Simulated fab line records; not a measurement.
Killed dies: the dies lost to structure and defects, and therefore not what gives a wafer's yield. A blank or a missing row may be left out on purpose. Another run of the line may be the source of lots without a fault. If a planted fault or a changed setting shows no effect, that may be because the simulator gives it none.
Matching of chambers / flow berkeley-cmos170 / cmp-02 running UCB170_V2_CMP_02: 4 sister chambers
The step polishes SiO2. 4 wafers are shown with their chamber, then 9 later ones without.

## WAFERS, EACH WITH ITS CHAMBER
wafer=L967.3; chamber=1; motor-current-A (A)=16.3
wafer=L970.1; chamber=2; motor-current-A (A)=14.6
wafer=L970.2; chamber=3; motor-current-A (A)=15.8
wafer=L970.6; chamber=0; motor-current-A (A)=16.6

## WAFERS WHOSE CHAMBER IS MISSING
wafer=L972.1; motor-current-A (A)=17.9
wafer=L972.3; motor-current-A (A)=17.0
wafer=L972.5; motor-current-A (A)=17.6
wafer=L974.2; motor-current-A (A)=18.3
wafer=L974.4; motor-current-A (A)=17.1
wafer=L974.6; motor-current-A (A)=18.5
wafer=L973.1; motor-current-A (A)=17.8
wafer=L973.3; motor-current-A (A)=15.7
wafer=L973.4; motor-current-A (A)=16.9

## THE CHAMBER EACH PASSED THROUGH
wafer=L972.1; from the rows above=can't be placed: 0 or 1 or 3 or 2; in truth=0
wafer=L972.3; from the rows above=can't be placed: 0 or 1 or 3 or 2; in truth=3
wafer=L972.5; from the rows above=can't be placed: 0 or 1 or 3 or 2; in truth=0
wafer=L974.2; from the rows above=can't be placed: 0 or 1 or 3 or 2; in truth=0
wafer=L974.4; from the rows above=can't be placed: 0 or 1 or 3 or 2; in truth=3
wafer=L974.6; from the rows above=can't be placed: 0 or 1 or 3 or 2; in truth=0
wafer=L973.1; from the rows above=can't be placed: 0 or 1 or 3 or 2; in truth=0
wafer=L973.3; from the rows above=can't be placed: 3 or 1 or 0 or 2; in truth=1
wafer=L973.4; from the rows above=can't be placed: 0 or 1 or 3 or 2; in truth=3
Placed correctly: 0 of 9. Can't be placed from these rows: 9 (the true chamber is among the candidates in 9). 0 placed wrongly.
How it was worked out, from the rows above alone: a wafer's distance from a chamber is the root of the sum, over the readings, of the square of ((its reading less the chamber's mean) divided by the reading's scatter). The wafer belongs to the nearest chamber; if the next one is less than 2 further off, it can't be placed. For every chamber, the mean is computed from those of its wafers that are shown. The scatter: with one shown wafer a chamber, the root of the mean of the squares of how far each hidden wafer lies from its nearest shown one.
